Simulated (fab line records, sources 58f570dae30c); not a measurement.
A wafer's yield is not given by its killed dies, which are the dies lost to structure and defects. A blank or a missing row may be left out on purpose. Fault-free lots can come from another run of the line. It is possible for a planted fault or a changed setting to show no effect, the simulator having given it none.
Which of the tools did it? -- flow berkeleyCmos170 -- 7 lots with 21 wafers sampled at 3 steps, on a route of 331 steps

== WHAT THE GAUGES SHOWED, per wafer ==
UCB170_PWELL_THK_MEAS_06.
lot,measured,on,PWELL_NITRIDE_THK (nm)
L364,day 3 15:34,filmMetro-04,224.7 222.2 224.6
L367,day 4 11:49,filmMetro-02,221.5 218.5 218.1
L369,day 5 00:18,filmMetro-03,218.3 218.5 216.9
L373,day 5 17:26,filmMetro-02,222.2 221.8 223.1
L376,day 6 11:17,filmMetro-04,317.5 319.1 318.9
L378,day 6 17:44,filmMetro-04,221.9 222.7 222.9
L385,day 7 21:53,filmMetro-03,216.6 218.2 219.5

== TOOL THAT RAN EACH LOT (tool first, then ch and the chambers of the sampled wafers, then the start) ==
lot,UCB170_ZERO_ETCH_06,UCB170_PWELL_CVD_05
L364,"rieDiel-03 ch 1,2,3, day 2 08:17","lpcvd-02 ch 0, day 3 13:38"
L367,"rieDiel-04 ch 2,3, day 2 19:17","lpcvd-01 ch 0, day 4 09:52"
L369,"rieDiel-04 ch 0,1, day 3 12:02","lpcvd-01 ch 1, day 4 22:23"
L373,"rieDiel-04 ch 1,2,3, day 4 02:35","lpcvd-02 ch 0, day 5 15:31"
L376,"rieDiel-02 ch 0,2,3, day 4 16:59","lpcvd-02 ch 0, day 6 09:22"
L378,"rieDiel-04 ch 1,2,3, day 5 04:07","lpcvd-01 ch 0, day 6 15:49"
L385,"rieDiel-03 ch 0,2,3, day 6 17:14","lpcvd-01 ch 0, day 7 19:58"
- UCB170_ZERO_ETCH_06: etches SiO2 in CHF3/CF4/Ar, time 12 s.
- UCB170_PWELL_CVD_05: deposits Si3N4 from SiH2Cl2/NH3, target thk 220 nm, time 3300 s.

== THE ANSWER, worked out from the rows above alone ==
Rule: what is usual is taken from the lots themselves. The widest of any qualifying gaps counts: lots, ordered by their means at a reading, are off when they make up no more than a third of the lots, leave a main group of 4 or more, and stand apart from it by 3 or more times the standard deviation of that group's means. Not used: any main group whose means are identical at the precision the tables above print for the reading. A lot without any number at a reading at which 4 lots or more have one is off too. The other lots that the step has rows for count as sound.
Off: L376, at UCB170_PWELL_THK_MEAS_06 (PWELL_NITRIDE_THK). Main group: mean 220.7 nm, sd 2.3.
If a tool, at a process step before that reading, ran all the lots that are off and no sound lot after the first of them, it fits. The gauges at UCB170_PWELL_THK_MEAS_06 are tried like those tools. Can't be told from this: 2 tools fit, rieDiel-02 at UCB170_ZERO_ETCH_06, lpcvd-02 at UCB170_PWELL_CVD_05.

== WHAT WAS PUT IN BY THE SIMULATOR ==
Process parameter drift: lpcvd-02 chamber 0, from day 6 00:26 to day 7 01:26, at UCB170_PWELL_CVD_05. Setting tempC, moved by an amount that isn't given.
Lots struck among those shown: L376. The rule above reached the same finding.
